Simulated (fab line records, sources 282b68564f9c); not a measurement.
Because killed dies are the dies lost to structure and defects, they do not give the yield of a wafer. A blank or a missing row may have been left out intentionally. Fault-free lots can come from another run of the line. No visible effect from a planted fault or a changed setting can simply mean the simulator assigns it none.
8D (eight disciplines) problem report, filled in by code    flow rit_cmos    the parts of the form that need people (team, actions taken, sign-off) are left out

1. WHAT IS WRONG
Wafers with no fault read 0.816 a.u. with a standard deviation of 0.011, whereas oes_product_au at RIT_ACTIVE_ETCH_13 reads a mean of 0.987 a.u. on 1 wafer of 1 lot. That puts it +16 standard deviations away from the usual mean.
The step: etches Si3N4 in SF6, stops on SiO2, time 210 s, target depth 210 nm.
First observed at day 3 02:31: wafer L508.2, on rie_diel-02. Wafers with a number at this step in the record: 36, from 12 lots. Rule for "out", or "out of limits": more than 4 standard deviations from the usual mean. The other wafers with a number count as sound.

2. WHAT IT IS, AND WHAT IT ISN'T
question                     is                is not
which readings at this step  oes_product_au    drypump_motor_current_A, throttle_valve_pct
which lots                   L508              L501, L502, L503, L504, L514, L515, L517, L518, L522, L523, L524
which wafers of those lots   L508.2            L508.5, L508.6
read on which tools          rie_diel-02       rie_diel-01, rie_diel-03
when                         from day 3 02:31  up to then (14 sound wafers); but 21 sound wafers of L514, L515, L517, L518, L522, L523, L524 came after

3. WHAT RULES OUT EACH SUSPECT
Counting: if a tool at a process step up to the reading ran every lot that is out, it stays a suspect. Sound lots after the first of them don't rule it out here, since some wafers of a struck lot are sound.
- rie_diel-02 at RIT_ACTIVE_ETCH_13 (etches Si3N4 in SF6, stops on SiO2, time 210 s, target depth 210 nm): kept. It ran the lot that is out, L508 (day 3 02:31); its last sound lot up to then is L504 (day 2 06:37). Its own oes_product_au readings are out on those wafers.
- At RIT_ACTIVE_ETCH_13, inside rie_diel-02: chamber 2 took the wafers that are out, while their sound lot-mates went through chambers 0, 1.
Left after counting: rie_diel-02 at RIT_ACTIVE_ETCH_13.

4. THE CAUSE (what the simulator had put in)
rie_diel-02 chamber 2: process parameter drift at RIT_ACTIVE_ETCH_13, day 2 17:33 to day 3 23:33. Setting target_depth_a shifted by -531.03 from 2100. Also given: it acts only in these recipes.
Only this tool survived the counting.

5. THE EFFECT CHAIN, in route order
One row per reading whose mean, taken over the struck wafers that have a number, lies over 3 standard deviations from the usual. Only readings for which the record gives a usual standard deviation are gone through. hours: the time from each lot's start at the first step in this table that gives one to its start at this step, as a median over the lots. sigmas: the change in usual standard deviations.
hours  step                reading         usual       on struck wafers  change  sigmas
0      RIT_ACTIVE_ETCH_13  oes_product_au  0.816 a.u.  0.987             +0.171  +16
The process steps in it:
- RIT_ACTIVE_ETCH_13: etches Si3N4 in SF6, stops on SiO2, time 210 s, target depth 210 nm.

6. WHAT WOULD HAVE CAUGHT IT SOONER
The fault began at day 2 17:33; the first out-of-limits reading in this record came at day 3 02:31, 9 hours later.
